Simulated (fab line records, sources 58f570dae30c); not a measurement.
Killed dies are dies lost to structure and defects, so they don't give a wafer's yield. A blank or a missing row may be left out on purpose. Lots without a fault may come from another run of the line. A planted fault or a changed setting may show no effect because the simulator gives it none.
Which tool did it? | flow berkeley_cmos170 | 7 lots, 21 wafers sampled, at 2 steps of a route of 331

WHAT THE GAUGES READ, wafer by wafer
UCB170_V2_BOW_MEAS_03.
lot  | measured     | on            | V2_BOW (um)
L462 | day 8 09:40  | film_metro-03 | 46 34 47
L465 | day 8 12:30  | film_metro-03 | 29 30 31
L468 | day 9 18:20  | film_metro-03 | 29 37 41
L470 | day 9 18:49  | film_metro-03 | 30 23 35
L473 | day 10 12:45 | film_metro-03 | 34 45 46
L478 | day 11 16:01 | film_metro-01 | 44 43 38
L484 | day 12 23:00 | film_metro-04 | 30 38 34

WHICH TOOL RAN EACH LOT (tool, then ch and the chambers of the sampled wafers, then the start)
lot  | UCB170_PSD_STRIP_09
L462 | plasma_asher-03 ch 0,1, day 7 11:10
L465 | plasma_asher-01 ch 0,1, day 7 11:33
L468 | plasma_asher-03 ch 0,1, day 8 17:35
L470 | plasma_asher-04 ch 0,1, day 8 17:50
L473 | plasma_asher-03 ch 0,1, day 9 11:28
L478 | plasma_asher-03 ch 0,1, day 10 13:27
L484 | plasma_asher-04 ch 0,1, day 11 19:53
- UCB170_PSD_STRIP_09: strips in O2.

THE ANSWER, worked out from the rows above alone
Rule: what is usual is taken from the lots themselves. Put in order of their means at a reading, lots are off if they are a third of the lots or fewer, leave a main group of 4 or more, and stand apart from it by a gap of 3 or more times the standard deviation of the main group's means; of several such gaps the widest counts. A main group whose means are all the same, to the digits that the tables above print for the reading, isn't used. A lot without any number at a reading at which 4 lots or more have one is off too. The other lots that the step has rows for count as sound.
No lot is off at any reading shown: from this, nothing can be told.

WHAT THE SIMULATOR HAD PUT IN
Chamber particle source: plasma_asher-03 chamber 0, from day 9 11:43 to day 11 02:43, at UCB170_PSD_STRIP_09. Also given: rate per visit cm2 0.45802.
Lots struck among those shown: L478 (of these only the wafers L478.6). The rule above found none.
